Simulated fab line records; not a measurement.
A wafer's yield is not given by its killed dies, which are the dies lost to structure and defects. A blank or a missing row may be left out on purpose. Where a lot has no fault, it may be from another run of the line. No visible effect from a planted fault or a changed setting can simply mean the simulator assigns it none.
2 desks looking at one fault -- flow rit-cmos -- numbers are kept per desk, each desk with only its own; the story behind them comes last

TOOL OWNER'S DESK, implanter-03
The tool's own readings at RIT_NLDD_IMPLANT_08, given as means over the sampled wafers that have a number, one for each lot that went through this tool. A lot is out of limits, marked OUT, if its mean lies more than 4 standard deviations from the usual mean; the brackets give that distance.
Columns: A = beam-energy-keV at RIT_NLDD_IMPLANT_08, usual 20.001; B = tilt-deg at RIT_NLDD_IMPLANT_08, usual 7.000 degrees
lot,first seen here,A,B
L724,day 2 19:46,20.002,7.003
L729,day 3 20:37,20.004,7.019
L734,day 4 20:40,19.996,6.974
L735,day 5 07:10,20.005,7.030
L742,day 6 13:07,20.003,6.048 (-48) OUT
L744,day 6 22:16,20.006,6.025 (-49) OUT
Finding of this desk: L742, L744 out of limits; the first was L742 at day 6 13:07, on tilt-deg at RIT_NLDD_IMPLANT_08. L724, L729, L734, L735: within limits.

METROLOGY DESK
Lot by lot, what the gauges showed, no matter which tool ran the lot: averages of those sampled wafers that carry a number. A lot is out of limits, marked OUT, if its mean lies more than 4 standard deviations from the usual mean; the brackets give that distance.
Columns: A = NLDD_RS at RIT_SDANNEAL_RS_MEAS_07, usual 151.5 ohm/sq
lot,first seen here,A
L724,day 3 03:52,150.5
L725,day 3 07:00,152.0
L727,day 3 18:35,151.1
L729,day 4 04:55,151.6
L731,day 4 13:42,151.0
L732,day 5 00:21,151.4
L733,day 5 08:24,151.6
L734,day 5 08:26,152.6
L735,day 5 16:11,151.7
L743,day 7 01:46,151.3
L746,day 7 17:19,151.2
L747,day 7 20:53,151.3
This desk found nothing out of limits on any of the 12 lots.

BROUGHT TOGETHER
The tool owner's desk had the chance to raise an alarm at day 6 13:07 on L742, L744.
Nothing out of limits was seen by the metrology desk.
The metrology desk has no number on record for L742, L744.
Of the lots named, all ran RIT_NLDD_IMPLANT_08 on implanter-03.

WHAT THE SIMULATOR HAD INSERTED
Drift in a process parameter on implanter-03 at RIT_NLDD_IMPLANT_08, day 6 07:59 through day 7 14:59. From 7, the setting tilt-deg moved by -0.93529. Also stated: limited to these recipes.
Shown lots that were struck: L742, L744.
How many hours passed from the start of the fault until each desk's first out-of-limits reading: the tool owner's desk, 5.
